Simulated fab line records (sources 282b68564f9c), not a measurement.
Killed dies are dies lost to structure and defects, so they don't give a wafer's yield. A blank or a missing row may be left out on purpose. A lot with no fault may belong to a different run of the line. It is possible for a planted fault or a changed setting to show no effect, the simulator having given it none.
A lot that was struck, set against a sound lot | flow rit cmos | 16 out of 202 route steps
Sound: the wafers L954.1, L954.4, L954.6. Wafers struck: L971.2, L971.4, L971.6. The cause comes at the end.
At each step with rows: each side's tool, then ch and its chambers, then its first start. Under that, the readings that differ: sound wafers | struck wafers | difference of the means | sigmas: that difference in standard deviations of wafers without a fault.
alike: same words and numbers on both sides, and readings whose means sit less than 2 such deviations apart. not compared: any withheld reading, any reading some wafer has no value for, any bound like >300 that may hide the same value, and any number with overlapping values for which the record gives no deviation.
A row with sigmas, a row that says differs or no value, or rows on one side alone: a step with any of these is where the two part. Non-overlapping numbers with no deviation appear without sigmas and do not part them. Lack of a reading on every wafer of one side parts them only where that side has two or more wafers.

first, 1 step without rows for these wafers: RIT_PSD_IMPLANT_08.
RIT_PSD_STRIP_09: strips in O2, time 180 s.
  sound on plasma asher-02 ch 0,1, day 3 07:17; struck on plasma asher-02 ch 0,1, day 6 18:39
  alike: drypump motor current A
  not compared: rf hours counter h
RIT_PSD_TW_MEAS_10:
  sound: film metro-03 at day 3 07:28; struck: film metro-01 at day 6 18:50
  alike: PSD_TW
then, 3 steps without rows for these wafers: RIT_SDANNEAL_CLEAN_00 (cleans in SC1, time 579.2 s); RIT_SDANNEAL_CLEAN_01 (cleans in dHF, time 30 s); RIT_SDANNEAL_CLEAN_02 (cleans in SC2, time 600 s).
RIT_SDANNEAL_RTA_03: time 4.891 s.
  sound on rtp anneal-02 ch 0, day 3 08:04; struck on rtp anneal-02 ch 0, day 6 19:16
  alike: chamber o2 ppm, ramp up c per s, wafer_temp_C_max
RIT_SDANNEAL_RS_MEAS_04: measures by four-point-probe.
  sound: film metro-01 at day 3 08:07; struck: film metro-04 at day 6 19:20
  alike: PSD_RS
RIT_SDANNEAL_RS_MEAS_05: measures by four-point-probe.
  sound: film metro-01 at day 3 08:14; struck: film metro-04 at day 6 19:27
  alike: NSD_RS
RIT_SDANNEAL_RS_MEAS_06: measures by four-point-probe.
  sound: film metro-01 at day 3 08:22; struck: film metro-04 at day 6 19:34
  alike: PLDD_RS
RIT_SDANNEAL_RS_MEAS_07: measures by four-point-probe.
  sound: film metro-01 at day 3 08:29; struck: film metro-04 at day 6 19:41
  alike: NLDD_RS
then, 1 step without rows for these wafers: RIT_SILICIDE_WET_ETCH_00 (etches SiO2 in BOE, target depth 14 nm, time 15 s).
RIT_SILICIDE_SPUTTER_01: material Ti, target thk 30 nm, time 240 s.
  sound: pvd sputter-02 at day 3 08:37; struck: pvd sputter-02 at day 6 19:49
  no value came back on the struck wafers for cathode dc power W (W), chamber pressure pa (Pa), substrate temp c (C), throttle valve pct (%); on the sound wafers cathode dc power W (W) reads 349.98 350.04 350.11
RIT_SILICIDE_RS_MEAS_02: measures by four-point-probe.
  sound: film metro-03 at day 3 08:46; struck: film metro-02 at day 6 19:59
  reading                 | sound          | struck | difference                    | sigmas
  SILICIDE_TI_RS (ohm/sq) | 48.3 47.4 47.3 | - - -  | no value on the struck wafers |
RIT_SILICIDE_THK_MEAS_03: measures by xrf.
  sound: film metro-03 at day 3 08:53; struck: film metro-02 at day 6 20:05
  reading              | sound          | struck         | difference | sigmas
  SILICIDE_TI_THK (nm) | 30.4 30.7 31.0 | <0.0 <0.0 <0.0 | differs    |
RIT_SILICIDE_RTA_04: time 10 s, ramp up 5 s, ramp down 5 s.
  sound on rtp anneal-01 ch 0, day 3 08:57; struck on rtp anneal-01 ch 0, day 6 20:09
  alike: chamber o2 ppm, wafer_temp_C_max

## WHERE THEY PART
Last at RIT_SILICIDE_THK_MEAS_03 as far as this record goes, first at RIT_SILICIDE_SPUTTER_01. Later steps at which nothing parts them and some readings are alike: RIT_SILICIDE_RTA_04.

WHY: what the simulator had put in
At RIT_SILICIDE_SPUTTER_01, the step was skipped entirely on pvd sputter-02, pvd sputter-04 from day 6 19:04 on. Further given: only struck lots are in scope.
